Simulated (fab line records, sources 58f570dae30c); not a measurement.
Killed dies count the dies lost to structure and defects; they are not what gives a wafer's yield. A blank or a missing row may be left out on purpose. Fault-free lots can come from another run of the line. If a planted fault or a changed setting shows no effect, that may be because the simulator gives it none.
The tool behind it: which one? || flow berkeleyCmos170 || Sampling: 7 lots, 21 wafers, 3 of 331 route steps

== WHAT EACH GAUGE READ, for each wafer ==
UCB170_SDANNEAL_RS_MEAS_04: a four-point-probe measurement.
{"lot": "L868", "measured": "day 6 19:15", "on": "filmMetro-03", "PLDD_RS (ohm/sq)": "1026.5 1028.5 1028.6"}
{"lot": "L870", "measured": "day 7 15:52", "on": "filmMetro-03", "PLDD_RS (ohm/sq)": "1032.8 1029.0 1031.2"}
{"lot": "L874", "measured": "day 8 11:20", "on": "filmMetro-04", "PLDD_RS (ohm/sq)": "1035.4 1034.0 1036.0"}
{"lot": "L877", "measured": "day 9 09:59", "on": "filmMetro-03", "PLDD_RS (ohm/sq)": "1034.1 1033.5 1032.0"}
{"lot": "L880", "measured": "day 9 20:22", "on": "filmMetro-01", "PLDD_RS (ohm/sq)": "1108.3 1125.8 1127.6"}
{"lot": "L885", "measured": "day 10 13:16", "on": "filmMetro-04", "PLDD_RS (ohm/sq)": "1034.1 1036.8 1035.3"}
{"lot": "L888", "measured": "day 11 17:16", "on": "filmMetro-03", "PLDD_RS (ohm/sq)": "1030.8 1030.8 1032.1"}

== WHAT TOOL EACH LOT RAN ON (gives the tool, then ch and the chambers of the sampled wafers, and finally the start) ==
{"lot": "L868", "UCB170_PLDD_STRIP_10": "plasmaAsher-03 ch 0,1, day 6 08:08", "UCB170_SPACER_ANNEAL_02": "furnace-01 ch 0, day 6 13:04"}
{"lot": "L870", "UCB170_PLDD_STRIP_10": "plasmaAsher-03 ch 0,1, day 7 02:41", "UCB170_SPACER_ANNEAL_02": "furnace-01 ch 0, day 7 09:08"}
{"lot": "L874", "UCB170_PLDD_STRIP_10": "plasmaAsher-04 ch 0,1, day 7 23:19", "UCB170_SPACER_ANNEAL_02": "furnace-01 ch 0, day 8 04:58"}
{"lot": "L877", "UCB170_PLDD_STRIP_10": "plasmaAsher-02 ch 0,1, day 8 18:41", "UCB170_SPACER_ANNEAL_02": "furnace-03 ch 0, day 9 01:11"}
{"lot": "L880", "UCB170_PLDD_STRIP_10": "plasmaAsher-04 ch 0,1, day 9 10:00", "UCB170_SPACER_ANNEAL_02": "furnace-03 ch 0, day 9 13:47"}
{"lot": "L885", "UCB170_PLDD_STRIP_10": "plasmaAsher-04 ch 0,1, day 9 23:47", "UCB170_SPACER_ANNEAL_02": "furnace-02 ch 0, day 10 03:25"}
{"lot": "L888", "UCB170_PLDD_STRIP_10": "plasmaAsher-04 ch 0,1, day 11 00:38", "UCB170_SPACER_ANNEAL_02": "furnace-01 ch 0, day 11 07:47"}
- UCB170_PLDD_STRIP_10: strips in O2.
- UCB170_SPACER_ANNEAL_02: time 1800 s.

== THE ANSWER, worked out from the rows above alone ==
Rule: usual is defined by the lots themselves. Put in order of their means at a reading, lots are off if they are a third of the lots or fewer, leave a main group of 4 or more, and stand apart from it by a gap of 3 or more times the standard deviation of the main group's means; of several such gaps the widest counts. A main group whose means are all the same, to the digits that the tables above print for the reading, isn't used. A lot without any number at a reading at which 4 lots or more have one is off too. All remaining lots with rows at the step are treated as sound.
Off: at UCB170_SDANNEAL_RS_MEAS_04 (PLDD_RS), L880. Main group: mean 1032.3 ohm/sq, sd 2.6.
A tool fits if, at a process step before that reading, it ran every lot that is off, and no sound lot after the first of them. Those tools and the gauges at UCB170_SDANNEAL_RS_MEAS_04 are tried in the same way. 2 tools fit, furnace-03 at UCB170_SPACER_ANNEAL_02 and filmMetro-01 at UCB170_SDANNEAL_RS_MEAS_04, so this cannot tell which one it is.

== WHAT HAD BEEN PUT IN BY THE SIMULATOR ==
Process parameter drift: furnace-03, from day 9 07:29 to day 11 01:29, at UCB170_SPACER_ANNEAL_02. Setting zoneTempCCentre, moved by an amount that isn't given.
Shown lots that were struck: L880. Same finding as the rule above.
